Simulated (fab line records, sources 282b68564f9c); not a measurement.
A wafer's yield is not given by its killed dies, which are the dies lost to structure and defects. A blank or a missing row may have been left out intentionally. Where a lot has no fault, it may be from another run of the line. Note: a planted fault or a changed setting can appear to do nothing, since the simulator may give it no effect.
fab line records	flow rit_cmos
record: lots: 6	wafers: 18	last_day: 8
route steps=202 shown PRETRO@72 GATE@75 FOX2@80 REOX@98 NLDD@103 SDANNEAL@155 M1@202
lots untouched by any fault: they come from a run of this same line in which no faults occurred
start_h: the number of hours between the record's first day and the start of the first shown wafer of the lot	wait_h: hours since the lot's step before	" unchanged from the row above	L1.1+2: a single row standing in for several wafers	- either no value or no given start	* or withheld: withheld	< > ~ a bound
route shown NAME@n: NAME is a module with steps in the file, n the number in the route of the first one	usual: the fault-free wafers' mean and standard deviation	same: alike in all rows	chamber/n: place in a boat	sites: each site's reading	_std_site: standard deviation of those values	_edge_site: outer sites' mean less inner sites'	radius_mm: for every site, how far away it sits from the centre of the wafer	mask NAME#n: copy n	behind: tool/chamber where the wafer was last shaped	hold: why the lot was held/for how many hours/how that ended	device: transistor that didn't switch, given as n, p or np	end of line: the route-end tests of the same wafers	where a step has no rows: the recipe by itself	killed: dies that structure and defects cost at the first sort, which is not the same as the wafer's yield	map: per-die view of a wafer (x killed, . not killed, _ where there is no die)
set.NAME: the run value of the setting; set.NAME@STEP: its run value at that earlier step	model.NAME: the simulator's own value behind a step, which no gauge read
lots seen at some steps along the route; tables by step, rows by wafer
services: when a tool's chamber went out of use (start_h, in hours from the record's first day, below 0 if earlier), for how many hours, and the reason
== steps ==
step: RIT_PRETRO_IMPLANT_08
recipe: species: B	energy_kev: 45	dose_cm2: 1.2e+13	tilt_deg: 7
step: RIT_PRETRO_STRIP_09
recipe: chemistry: O2	time_s: 180	resist: NOVOLAK	platen_temp_c: withheld	power_w: 500	pressure_mtorr: 4000	o2_flow_sccm: 4000
usual: drypump_motor_current_A: 5.9/0.48	o2_flow_sccm: 4001/12
lot.wafer	tool	chamber	start_h	wait_h	drypump_motor_current_A	o2_flow_sccm	rf_hours_counter_h
L886.3	plasma_asher-02	0	77.82	0.1	6.6	3983	-
L886.4	"	1	"	"	5.5	4012	-
L886.5	"	1	"	"	5.5	3992	-
L889.1	plasma_asher-01	1	90.08	0.1	6.0	3992	45
L889.2	"	0	"	"	5.4	4005	45
L889.6	"	1	"	"	5.9	3999	-
L890.3	plasma_asher-04	1	96.02	0.1	6.1	3993	-
L890.5	"	1	"	"	6.1	3977	-
L890.6	"	0	"	"	5.4	4003	-
L891.2	plasma_asher-04	1	100.87	0.1	6.1	3989	45
L891.4	"	0	"	"	5.4	4011	-
L891.6	"	0	"	"	5.4	3992	-
L901.1	plasma_asher-02	0	161.79	0.1	6.6	4017	52
L901.2	"	1	"	"	5.5	4004	52
L901.6	"	1	"	"	5.4	3991	-
L900.2	plasma_asher-04	1	161.80	0.1	6.1	3983	51
L900.5	"	0	"	"	5.4	4001	-
L900.6	"	1	"	"	6.1	3981	-
step: RIT_PRETRO_TW_MEAS_10
usual: PRETRO_TW: 472/6.8
lot.wafer	tool	chamber	start_h	wait_h	PRETRO_TW
L886.3	film_metro-04	-	77.96	0.1	466
L886.4	"	-	"	"	466
L886.5	"	-	"	"	465
L889.1	film_metro-04	-	90.25	0.1	466
L889.2	"	-	"	"	463
L889.6	"	-	"	"	468
L890.3	film_metro-03	-	96.16	0.1	478
L890.5	"	-	"	"	479
L890.6	"	-	"	"	480
L891.2	film_metro-03	-	101.05	0.1	478
L891.4	"	-	"	"	478
L891.6	"	-	"	"	479
L901.1	film_metro-04	-	161.97	0.1	466
L901.2	"	-	"	"	463
L901.6	"	-	"	"	467
L900.2	film_metro-03	-	161.98	0.1	479
L900.5	"	-	"	"	484
L900.6	"	-	"	"	480
step: RIT_GATE_WET_ETCH_00
recipe: chemistry: BOE	target: SiO2	target_depth_nm: 56	time_s: 60	dry: n2_spin	dilution: 10:1	temp_c: 21.5
step: RIT_GATE_CLEAN_01
recipe: chemistry: SC1	mix: 3:3:50	time_s: 600	temp_c: 75
step: RIT_GATE_CLEAN_02
recipe: chemistry: dHF	dilution: 50:1	time_s: 30
step: RIT_GATE_CLEAN_03
recipe: chemistry: SC2	mix: 3:3:50	time_s: 600	temp_c: 75	dry: n2_spin
step: RIT_GATE_CLEAN_04
recipe: chemistry: dHF	dilution: 50:1	time_s: 60	dry: n2_spin
step: RIT_FOX2_THK_MEAS_91
recipe: reads: SiO2_of_FOX2_OXIDATION_00
usual: FIELD_OXIDE_LEFT_2_THK: 256/4.9
lot.wafer	tool	chamber	start_h	wait_h	FIELD_OXIDE_LEFT_2_THK[nm]
L886.3	film_metro-01	-	78.45	0.0	252
L886.4	"	-	"	"	256
L886.5	"	-	"	"	252
L889.1	film_metro-01	-	90.77	0.0	257
L889.2	"	-	"	"	256
L889.6	"	-	"	"	257
L890.3	film_metro-01	-	96.66	0.0	256
L890.5	"	-	"	"	258
L890.6	"	-	"	"	257
L891.2	film_metro-01	-	101.53	0.0	252
L891.4	"	-	"	"	248
L891.6	"	-	"	"	263
L901.1	film_metro-04	-	162.46	0.0	245
L901.2	"	-	"	"	252
L901.6	"	-	"	"	250
L900.2	film_metro-02	-	162.48	0.0	247
L900.5	"	-	"	"	244
L900.6	"	-	"	"	247
step: RIT_GATE_OXIDATION_05
recipe: temp_c: 900	ambient: O2	target_thk_a: 30	ox_time_s: 270
step: RIT_GATE_ANNEAL_06
recipe: temp_c: 900	time_s: 600	ambient: N2O
step: RIT_GATE_THK_MEAS_07
recipe: reads: SiO2_of_GATE_OXIDATION_05
usual: GATE_OXIDE_THK: 3.04/0.062
lot.wafer	tool	chamber	start_h	wait_h	GATE_OXIDE_THK[nm]
L886.3	film_metro-04	-	81.21	0.0	3.01
L886.4	"	-	"	"	2.94
L886.5	"	-	"	"	2.97
L889.1	film_metro-01	-	97.09	0.0	3.02
L889.2	"	-	"	"	3.03
L889.6	"	-	"	"	3.00
L890.3	film_metro-01	-	98.43	0.0	2.98
L890.5	"	-	"	"	3.07
L890.6	"	-	"	"	3.01
L891.2	film_metro-02	-	103.77	0.0	3.17
L891.4	"	-	"	"	3.15
L891.6	"	-	"	"	3.09
L901.1	film_metro-02	-	166.95	0.0	3.10
L901.2	"	-	"	"	3.12
L901.6	"	-	"	"	3.15
L900.2	film_metro-01	-	166.96	0.0	3.13
L900.5	"	-	"	"	3.16
L900.6	"	-	"	"	3.15
step: RIT_GATE_CVD_08
recipe: material: poly-Si	target_thk_nm: 250	temp_c: 610	precursor: SiH4	time_s: 2220	pressure_mtorr: 300	sih4_flow_sccm: 100
lot.wafer	tool	chamber	start_h	wait_h	model.poly-Si_of_GATE_CVD_08.thk_nm
L886.3	lpcvd-02	1	81.25	0.0	249.7
L886.4	"	1	"	"	248.9
L886.5	"	1	"	"	249.2
L889.1	lpcvd-02	1	97.15	0.1	268.3
L889.2	"	1	"	"	269.1
L889.6	"	1	"	"	268.8
L890.3	lpcvd-02	1	98.77	0.3	267.6
L890.5	"	1	"	"	267.4
L890.6	"	1	"	"	267.2
L891.2+6	lpcvd-01	1	103.82	0.0	249.9
L891.4	"	1	"	"	248.9
L900.2	lpcvd-01	0	167.01	0.0	252.9
L900.5	"	0	"	"	253.5
L900.6	"	0	"	"	254.2
L901.1	lpcvd-01	0	167.01	0.1	251.3
L901.2	"	0	"	"	250.8
L901.6	"	0	"	"	251
step: RIT_GATE_THK_MEAS_09
recipe: reads: poly-Si_of_GATE_CVD_08
usual: GATE_POLY_THK: 250.1/2
lot.wafer	tool	chamber	start_h	wait_h	GATE_POLY_THK[nm]
L886.3	film_metro-04	-	82.89	0.0	249.7
L886.4	"	-	"	"	249.0
L886.5	"	-	"	"	249.1
L889.1	film_metro-04	-	98.77	0.0	268.4
L889.2	"	-	"	"	268.9
L889.6	"	-	"	"	268.9
L890.3	film_metro-01	-	100.40	0.0	267.6
L890.5	"	-	"	"	267.5
L890.6	"	-	"	"	267.4
L891.2	film_metro-02	-	105.45	0.0	249.9
L891.4	"	-	"	"	249.1
L891.6	"	-	"	"	249.8
L901.1	film_metro-04	-	168.63	0.0	251.3
L901.2	"	-	"	"	251.0
L901.6	"	-	"	"	250.9
L900.2	film_metro-02	-	168.64	0.0	253.1
L900.5	"	-	"	"	253.7
L900.6	"	-	"	"	254.1
step: RIT_GATE_HMDS_10
recipe: prime_time_s: 60	prime_temp_c: 140
step: RIT_GATE_COAT_11
recipe: resist: NOVOLAK	spin_rpm: 4250	resist_thk_nm: 850
step: RIT_GATE_SOFTBAKE_12
recipe: resist: NOVOLAK	temp_c: 90	time_s: 60
step: RIT_GATE_EXPOSE_13
recipe: mask_id: M6	na: 0.6	source_shape: conventional	sigma_outer: 0.6	target_cd_nm: 150	dose_mj: 380
step: RIT_GATE_PEB_14
recipe: resist: NOVOLAK	temp_c: withheld	time_s: withheld
step: RIT_GATE_DEVELOP_15
recipe: resist: NOVOLAK	develop_time_s: 50	dev_temp_c: 23
step: RIT_GATE_CD_MEAS_16
recipe: target_cd_nm: 150
usual: cd_nm: 148.6/2.9
lot.wafer	tool	chamber	start_h	wait_h	cd_nm
L886.3	cd_sem-01	-	83.94	-	147.0
L886.4	"	-	"	"	146.4
L886.5	"	-	"	"	145.0
L889.1	cd_sem-02	-	99.80	-	149.0
L889.2	"	-	"	"	149.3
L889.6	"	-	"	"	150.0
L890.3	cd_sem-02	-	101.33	-	145.0
L890.5	"	-	"	"	145.2
L890.6	"	-	"	"	143.6
L891.2	cd_sem-02	-	106.50	-	154.7
L891.4	"	-	"	"	152.4
L891.6	"	-	"	"	152.2
L901.1	cd_sem-01	-	169.74	-	151.8
L901.2	"	-	"	"	151.0
L901.6	"	-	"	"	150.8
L900.2	cd_sem-02	-	169.84	-	148.9
L900.5	"	-	"	"	145.5
L900.6	"	-	"	"	148.1
step: RIT_GATE_OVL_MEAS_17
usual: GATE_OVL: -0.9/1.2
lot.wafer	tool	chamber	start_h	wait_h	GATE_OVL[nm]
L886.3	overlay-01	-	84.04	0.1	-1.2
L886.4	"	-	"	"	-1.5
L886.5	"	-	"	"	-0.6
L889.1	overlay-01	-	99.92	0.1	-1.7
L889.2	"	-	"	"	-0.3
L889.6	"	-	"	"	-1.9
L890.3	overlay-01	-	101.42	0.1	-1.1
L890.5	"	-	"	"	-0.8
L890.6	"	-	"	"	-0.4
L891.2	overlay-01	-	106.60	0.1	-1.8
L891.4	"	-	"	"	1.1
L891.6	"	-	"	"	-0.6
L901.1	overlay-02	-	169.86	0.1	-1.3
L901.2	"	-	"	"	-1.9
L901.6	"	-	"	"	-1.4
L900.2	overlay-01	-	169.95	0.1	-3.1
L900.5	"	-	"	"	-2.6
L900.6	"	-	"	"	-3.0
step: RIT_GATE_HARDBAKE_18
recipe: resist: NOVOLAK	temp_c: 140	time_s: 60
step: RIT_GATE_ETCH_19
recipe: chemistry: SF6/CHF3/O2	time_s: 165	SF6_flow_sccm: 30	CHF3_flow_sccm: 30	O2_flow_sccm: 5	target: poly-Si	pressure_mtorr: 40	rf_w: 160	target_depth_a: 3125	over_etch_frac: 0.25	stop_on: SiO2
usual: CHF3_flow_sccm: 29.99/0.083	drypump_motor_current_A: 5.4/0.49	oes_product_au: 0.846/0.014	throttle_valve_pct: 10.25/0.1
lot.wafer	tool	chamber	start_h	wait_h	CHF3_flow_sccm	drypump_motor_current_A	oes_product_au	rf_hours_counter_h	throttle_valve_pct	model.etch.depth_nm	model.GATE.feature_depth_nm
L886.3	rie_si-01	0	84.38	0.1	29.91	5.4	0.843	141	10.30	249.7	249.7
L886.4	"	0	"	"	29.94	5.5	0.845	-	10.32	248.9	248.9
L886.5	"	2	"	"	30.04	5.6	0.843	-	10.20	249.2	249.2
L889.1	rie_si-02	3	100.11	0.1	30.24	5.1	0.866	1	10.35	268.3	268.3
L889.2	"	1	"	"	29.88	6.2	0.900	8	10.17	269.1	269.1
L889.6	"	3	"	"	30.18	5.1	0.874	-	10.34	268.8	268.8
L890.3	rie_si-01	2	101.60	0.1	29.96	5.6	0.899	2	10.19	267.6	267.6
L890.5	"	3	"	"	29.89	4.9	0.872	-	10.10	267.4	267.4
L890.6	"	2	"	"	30.04	5.6	0.898	-	10.20	267.2	267.2
L891.2	rie_si-02	2	106.78	0.1	30.03	6.0	0.845	39	10.34	249.9	249.9
L891.4	"	3	"	"	29.95	5.1	0.822	1	10.33	248.9	248.9
L891.6	"	2	"	"	30.01	6.0	0.854	-	10.33	249.9	249.9
L901.1	rie_si-02	3	170.05	0.1	29.78	5.1	0.826	2	10.33	251.3	251.3
L901.2	"	1	"	"	30.19	6.3	0.841	9	10.16	250.8	250.8
L901.6	"	0	"	"	30.09	5.1	0.857	-	10.16	251	251
L900.2	rie_si-01	1	170.13	0.1	29.99	4.8	0.842	86	10.43	252.9	252.9
L900.5	"	1	"	"	30.04	4.8	0.840	-	10.42	253.5	253.5
L900.6	"	2	"	"	29.98	5.6	0.864	-	10.19	254.2	254.2
step: RIT_GATE_STRIP_20
recipe: chemistry: O2	time_s: 180	resist: NOVOLAK	platen_temp_c: withheld	power_w: 500	pressure_mtorr: 4000	o2_flow_sccm: 4000
usual: drypump_motor_current_A: 5.7/0.45	o2_flow_sccm: 4001/11
lot.wafer	tool	chamber	start_h	wait_h	drypump_motor_current_A	o2_flow_sccm	rf_hours_counter_h
L886.3	plasma_asher-04	0	84.55	0.1	5.4	4017	-
L886.4	"	1	"	"	6.1	4017	-
L886.5	"	1	"	"	6.1	3994	-
L889.1	plasma_asher-01	1	100.21	0.1	5.9	3996	46
L889.2	"	0	"	"	5.4	4000	46
L889.6	"	1	"	"	5.9	3985	-
L890.3	plasma_asher-04	1	101.76	0.1	6.1	3998	-
L890.5	"	0	"	"	5.4	3994	-
L890.6	"	1	"	"	6.1	3995	-
L891.2	plasma_asher-04	1	106.89	0.1	6.1	4023	46
L891.4	"	0	"	"	5.4	4005	-
L891.6	"	1	"	"	6.1	4030	-
L901.1	plasma_asher-04	1	170.15	0.1	6.1	3996	52
L901.2	"	0	"	"	5.4	3987	52
L901.6	"	1	"	"	6.1	4002	-
L900.2	plasma_asher-03	0	170.24	0.1	6.3	4007	38
L900.5	"	1	"	"	5.0	3988	-
L900.6	"	0	"	"	6.3	4005	-
step: RIT_GATE_CD_MEAS_90
recipe: target_cd_nm: 150
usual: cd_nm: 148.7/2.9
lot.wafer	tool	chamber	start_h	wait_h	cd_nm
L886.3	cd_sem-01	-	84.70	0.1	147.0
L886.4	"	-	"	"	146.2
L886.5	"	-	"	"	145.0
L889.1	cd_sem-01	-	100.39	0.1	148.8
L889.2	"	-	"	"	149.4
L889.6	"	-	"	"	149.8
L890.3	cd_sem-01	-	101.92	0.1	145.4
L890.5	"	-	"	"	145.3
L890.6	"	-	"	"	143.8
L891.2	cd_sem-01	-	107.08	0.1	154.7
L891.4	"	-	"	"	151.9
L891.6	"	-	"	"	151.4
L901.1	cd_sem-02	-	170.33	0.1	151.7
L901.2	"	-	"	"	151.3
L901.6	"	-	"	"	150.7
L900.2	cd_sem-01	-	170.43	0.1	149.2
L900.5	"	-	"	"	145.4
L900.6	"	-	"	"	148.3
step: RIT_REOX_CLEAN_00
recipe: chemistry: SC1	mix: 3:3:50	time_s: 600	temp_c: 75
step: RIT_REOX_CLEAN_01
recipe: chemistry: dHF	dilution: 50:1	time_s: 30
step: RIT_REOX_CLEAN_02
recipe: chemistry: SC2	mix: 3:3:50	time_s: 600	temp_c: 75	dry: n2_spin
step: RIT_REOX_OXIDATION_03
recipe: temp_c: 900	ambient: O2	target_thk_a: 252	ox_time_s: 5580
step: RIT_REOX_THK_MEAS_04
recipe: reads: SiO2_of_REOX_OXIDATION_03
usual: REOX_OXIDE_THK: 25.1/0.54
lot.wafer	tool	chamber	start_h	wait_h	REOX_OXIDE_THK[nm]
L886.3	film_metro-04	-	89.28	0.0	24.3
L886.4	"	-	"	"	24.3
L886.5	"	-	"	"	24.2
L889.1	film_metro-04	-	103.51	0.0	25.3
L889.2	"	-	"	"	25.4
L889.6	"	-	"	"	25.6
L890.3	film_metro-04	-	105.70	0.0	24.8
L890.5	"	-	"	"	25.2
L890.6	"	-	"	"	25.5
L891.2	film_metro-04	-	112.72	0.0	25.0
L891.4	"	-	"	"	24.6
L891.6	"	-	"	"	24.9
L901.1	film_metro-03	-	175.93	0.0	24.9
L901.2	"	-	"	"	25.3
L901.6	"	-	"	"	25.6
L900.2	film_metro-02	-	175.94	0.0	25.6
L900.5	"	-	"	"	25.6
L900.6	"	-	"	"	25.3
step: RIT_NLDD_HMDS_00
recipe: prime_time_s: 60	prime_temp_c: 140
step: RIT_NLDD_COAT_01
recipe: resist: NOVOLAK	spin_rpm: 3250	resist_thk_nm: 1000
step: RIT_NLDD_SOFTBAKE_02
recipe: resist: NOVOLAK	temp_c: 90	time_s: 60
step: RIT_NLDD_EXPOSE_03
recipe: mask_id: M7	na: 0.57	target_cd_nm: 40700	dose_mj: 250
step: RIT_NLDD_PEB_04
recipe: resist: NOVOLAK	temp_c: withheld	time_s: withheld
step: RIT_NLDD_DEVELOP_05
recipe: resist: NOVOLAK	develop_time_s: 50	dev_temp_c: 23
step: RIT_NLDD_OVL_MEAS_06
usual: NLDD_OVL: 1.0/1.1
lot.wafer	tool	chamber	start_h	wait_h	NLDD_OVL[nm]
L886.3	overlay-02	-	90.21	-	1.0
L886.4	"	-	"	"	0.1
L886.5	"	-	"	"	1.2
L889.1	overlay-02	-	104.55	-	-0.6
L889.2	"	-	"	"	-0.5
L889.6	"	-	"	"	0.4
L890.3	overlay-02	-	106.60	-	1.5
L890.5	"	-	"	"	1.8
L890.6	"	-	"	"	0.7
L891.2	overlay-01	-	113.63	-	1.1
L891.4	"	-	"	"	0.1
L891.6	"	-	"	"	2.5
L900.2	overlay-02	-	177.11	-	1.6
L900.5	"	-	"	"	1.3
L900.6	"	-	"	"	0.4
L901.1	overlay-01	-	177.35	-	-0.2
L901.2	"	-	"	"	0.2
L901.6	"	-	"	"	1.1
step: RIT_NLDD_HARDBAKE_07
recipe: resist: NOVOLAK	temp_c: 140	time_s: 60
step: RIT_NLDD_IMPLANT_08
recipe: species: P	energy_kev: 20	dose_cm2: 5e+14	tilt_deg: 7
step: RIT_NLDD_STRIP_09
recipe: chemistry: O2	time_s: 180	resist: NOVOLAK	platen_temp_c: withheld	power_w: 500	pressure_mtorr: 4000	o2_flow_sccm: 4000
usual: drypump_motor_current_A: 5.8/0.52	o2_flow_sccm: 4001/12
lot.wafer	tool	chamber	start_h	wait_h	drypump_motor_current_A	o2_flow_sccm	rf_hours_counter_h
L886.3	plasma_asher-02	0	90.59	0.1	6.6	4009	-
L886.4	"	1	"	"	5.5	4015	-
L886.5	"	1	"	"	5.5	4002	-
L889.1	plasma_asher-03	0	104.88	0.1	6.2	4000	32
L889.2	"	1	"	"	5.0	4021	32
L889.6	"	1	"	"	5.0	4007	-
L890.3	plasma_asher-02	0	106.98	0.1	6.6	4006	-
L890.5	"	1	"	"	5.4	3998	-
L890.6	"	0	"	"	6.6	3992	-
L891.2	plasma_asher-04	0	113.96	0.1	5.4	3985	47
L891.4	"	0	"	"	5.4	4007	-
L891.6	"	0	"	"	5.4	4012	-
L900.2	plasma_asher-04	0	177.44	0.1	5.4	3978	52
L900.5	"	1	"	"	6.1	3998	-
L900.6	"	0	"	"	5.4	4002	-
L901.1	plasma_asher-02	0	177.68	0.1	6.6	3987	53
L901.2	"	1	"	"	5.5	4000	53
L901.6	"	1	"	"	5.5	4004	-
step: RIT_NLDD_TW_MEAS_10
usual: NLDD_TW: 2497/15
lot.wafer	tool	chamber	start_h	wait_h	NLDD_TW
L886.3	film_metro-02	-	90.73	0.1	2497
L886.4	"	-	"	"	2494
L886.5	"	-	"	"	2493
L889.1	film_metro-02	-	105.06	0.1	2509
L889.2	"	-	"	"	2505
L889.6	"	-	"	"	2515
L890.3	film_metro-01	-	107.12	0.1	2496
L890.5	"	-	"	"	2489
L890.6	"	-	"	"	2485
L891.2	film_metro-03	-	114.14	0.1	2497
L891.4	"	-	"	"	2516
L891.6	"	-	"	"	2511
L900.2	film_metro-01	-	177.63	0.1	2494
L900.5	"	-	"	"	2463
L900.6	"	-	"	"	2489
L901.1	film_metro-03	-	177.86	0.1	2494
L901.2	"	-	"	"	2500
L901.6	"	-	"	"	2507
step: RIT_SDANNEAL_CLEAN_02
recipe: chemistry: SC2	mix: 3:3:50	time_s: 600	temp_c: 75	dry: n2_spin
lot.wafer	tool	chamber	start_h	wait_h	model.poly-Si_of_GATE_CVD_08.thk_nm
L886.3	wet_bench-04	2	97.97	0.0	163.5
L886.4	"	2	"	"	161.1
L886.5	"	2	"	"	164.1
L889.1	wet_bench-02	0	112.19	0.0	182
L889.2	"	0	"	"	183.3
L889.6	"	0	"	"	181.9
L890.3	wet_bench-04	2	114.65	0.0	181
L890.5	"	2	"	"	179.9
L890.6	"	2	"	"	179.4
L891.2	wet_bench-04	1	121.26	0.0	163
L891.4	"	1	"	"	160.7
L891.6	"	1	"	"	162.5
L900.2	wet_bench-04	3	185.11	0.0	166
L900.5	"	3	"	"	167.1
L900.6	"	3	"	"	167.3
L901.1	wet_bench-01	0	186.85	0.0	164.8
L901.2	"	0	"	"	163.8
L901.6	"	0	"	"	163.7
step: RIT_M1_PROBE_99
usual: killed_at_contacts: 0.1/0.24	killed_at_front_end: 7/3.1	killed_dies: 7/3.1	killed_open: 3.3/1.9	killed_short: 3.9/2.1
same: gross_dies: 264	killed_at_M0_to_M3: 0	killed_at_M4_up: 0	killed_at_back_side: 0	killed_at_other: 0
lot.wafer	tool	chamber	start_h	wait_h	killed_at_contacts	killed_at_front_end	killed_dies	killed_open	killed_short	model.etest.nmos_turned.drive_ua_um	model.etest.poly_comb_over_steps.leak_log10_a_um	model.etest.nmos_0p15.tox_inv_nm
L886.3	prober-01	-	105.88	0.2	0	9	9	4	5	356	-12.7	4.473
L886.4	prober-01	-	105.93	0.2	0	6	6	1	5	355.1	-12.93	4.366
L886.5	prober-01	-	105.98	0.2	0	12	12	6	6	359	-12.79	4.46
L889.1	prober-02	-	119.68	0.1	0	5	5	2	3	289.8	-11.84	4.649
L889.2	prober-02	-	119.73	0.1	0	4	4	2	2	281.3	-11.39	4.675
L889.6	prober-02	-	119.93	0.2	0	3	3	1	2	280.5	-11.76	4.575
L890.3	prober-01	-	122.51	0.2	0	2	2	1	1	305.5	-11.37	4.557
L890.5	prober-01	-	122.61	0.2	0	6	6	5	1	292.6	-10.85	4.608
L890.6	prober-01	-	122.66	0.2	0	8	8	0	8	291.8	-11.45	4.509
L891.2	prober-02	-	128.97	0.1	0	6	6	4	2	307.3	-12.86	4.583
L891.4	prober-02	-	129.07	0.2	0	7	7	6	1	320.6	-12.77	4.538
L891.6	prober-02	-	129.17	0.2	0	6	6	3	3	315.9	-12.9	4.517
L900.2	prober-02	-	194.35	0.1	0	13	13	5	8	322.1	-12.04	4.545
L900.5	prober-02	-	194.50	0.2	0	8	8	2	6	326.2	-11.94	4.62
L900.6	prober-02	-	194.55	0.2	1	9	10	4	6	325.1	-12.46	4.531
L901.1	prober-01	-	195.80	0.1	1	10	11	3	8	316.3	-12.82	4.557
L901.2	prober-01	-	195.85	0.1	0	8	8	4	4	307.6	-12.7	4.553
L901.6	prober-01	-	196.05	0.2	0	13	13	7	6	300.3	-12.55	4.524
killed by level:class
L886.3 GATE:geometric_particle:open=2 GATE:geometric_particle:short=2 FOX2:geometric_particle:short=1 REOX:geometric_particle:short=1 SPACER:geometric_particle:open=1 SILICIDE:geometric_particle:open=1 SILICIDE:geometric_particle:short=1
L886.4 REOX:geometric_particle:short=3 GATE:geometric_particle:short=2 SILICIDE:geometric_particle:open=1
L886.5 GATE:geometric_particle:open=5 GATE:geometric_particle:short=2 REOX:geometric_particle:short=2 FOX2:geometric_particle:short=1 SPACER:geometric_particle:open=1 SILICIDE:geometric_particle:short=1
L889.1 FOX1:geometric_particle:short=1 FOX2:geometric_particle:open=1 GATE:geometric_particle:short=1 REOX:geometric_particle:open=1 SPACER:geometric_particle:short=1
L889.2 GATE:geometric_particle:short=1 REOX:geometric_particle:open=1 REOX:geometric_particle:short=1 SILICIDE:geometric_particle:open=1
L889.6 REOX:geometric_particle:open=1 SPACER:geometric_particle:short=1 SILICIDE:geometric_particle:short=1
L890.3 GATE:geometric_particle:open=1 SPACER:geometric_particle:short=1
L890.5 REOX:geometric_particle:open=4 GATE:geometric_particle:open=1 REOX:geometric_particle:short=1
L890.6 FOX1:geometric_particle:short=4 SPACER:geometric_particle:short=2 REOX:geometric_particle:short=1 SILICIDE:geometric_particle:short=1
L891.2 GATE:geometric_particle:open=3 FOX1:geometric_particle:open=1 GATE:geometric_particle:short=1 SPACER:geometric_particle:short=1
L891.4 FOX1:geometric_particle:open=3 FOX1:geometric_particle:short=1 GATE:geometric_particle:open=1 SPACER:geometric_particle:open=1 SILICIDE:geometric_particle:open=1
L891.6 GATE:geometric_particle:open=2 GATE:geometric_particle:short=2 FOX1:geometric_particle:open=1 SPACER:geometric_particle:short=1
L900.2 GATE:geometric_particle:short=3 REOX:geometric_particle:short=2 SILICIDE:geometric_particle:open=2 SILICIDE:geometric_particle:short=2 FOX1:geometric_particle:open=1 FOX2:geometric_particle:open=1 FOX2:geometric_particle:short=1 GATE:geometric_particle:open=1
L900.5 GATE:geometric_particle:short=2 REOX:geometric_particle:short=2 SPACER:geometric_particle:short=2 SILICIDE:geometric_particle:open=1 REOX:geometric_particle:open=1
L900.6 REOX:geometric_particle:short=2 REOX:geometric_particle:open=2 SILICIDE:geometric_particle:short=2 GATE:geometric_particle:open=1 SPACER:geometric_particle:short=1 SPACER:geometric_particle:open=1 CONTACT:geometric_particle:short=1
L901.1 GATE:geometric_particle:short=5 GATE:geometric_particle:open=2 FOX2:geometric_particle:short=1 SPACER:geometric_particle:short=1 SILICIDE:geometric_particle:short=1 CONTACT:geometric_particle:open=1
L901.2 GATE:geometric_particle:open=3 GATE:geometric_particle:short=2 FOX1:geometric_particle:short=1 SPACER:geometric_particle:open=1 SPACER:geometric_particle:short=1
L901.6 GATE:geometric_particle:open=7 FOX1:geometric_particle:short=3 GATE:geometric_particle:short=2 FOX2:geometric_particle:short=1
== services ==
tool	chamber	start_h	hours	kind
rie_si-01	3	75.28	-	clean
rie_si-01	3	75.28	11.0	scheduled_down
rie_si-01	3	75.28	11.0	vent_cycle
plasma_asher-02	-	92.16	14.6	pm
wet_bench-01	-	108.21	1.2	repair
plasma_asher-01	-	108.75	9.0	pm
plasma_asher-01	0	108.75	9.0	vent_cycle
plasma_asher-01	1	108.75	9.0	vent_cycle
plasma_asher-03	-	112.93	2.7	repair
plasma_asher-04	-	116.94	2.9	repair
plasma_asher-01	0	117.75	-	clean
plasma_asher-01	1	117.75	-	clean
rie_si-02	3	120.25	12.3	repair
lpcvd-01	-	121.78	2.5	repair
lpcvd-01	-	127.36	2.8	pm
rie_si-02	0	131.00	2.3	repair
rie_si-01	0	152.91	-	clean
rie_si-01	0	152.91	29.2	scheduled_down
rie_si-01	0	152.91	29.2	vent_cycle
plasma_asher-04	-	167.00	0.6	repair
plasma_asher-02	-	168.22	6.6	repair
== key ==
first_sign: step: RIT_GATE_THK_MEAS_09	reading: GATE_POLY_THK	direction: up	sigmas: 9	usual: 250.1	struck: 268.1
effect: step: RIT_GATE_ETCH_19	reading: oes_product_au	direction: up	sigmas: 2.9	usual: 0.846	struck: 0.885
model_effect: step: RIT_GATE_CVD_08	value: poly-Si_of_GATE_CVD_08.thk_nm	without: 248.1	struck: 268.1
model_effect: step: RIT_GATE_ETCH_19	value: etch.depth_nm	without: 248.1	struck: 268.1
model_effect: step: RIT_SDANNEAL_CLEAN_02	value: poly-Si_of_GATE_CVD_08.thk_nm	without: 161.3	struck: 181.3
model_effect: step: RIT_M1_PROBE_99	value: etest.nmos_turned.drive_ua_um	without: 324	struck: 290.2
met_at RIT_GATE_CVD_08
struck_wafers L889.1,L889.2,L889.6,L890.3,L890.5,L890.6
tester_left_out L889,L890
fault: kind: process_parameter_drift	tool: lpcvd-02	chamber: -	onset_h: 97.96	steps: RIT_GATE_CVD_08	channel: target_thk_nm	offset: 20	shape: step	end_h: 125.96	acts_in: these_recipes_only	stated: 250
tester_left_out: of these lots the tester's yield and bins aren't shown, on N5 and GAA mostly nor the transistor test; their killed dies are dies lost to structure and defects alone, not to doping, threshold or leakage, so they don't give the yield
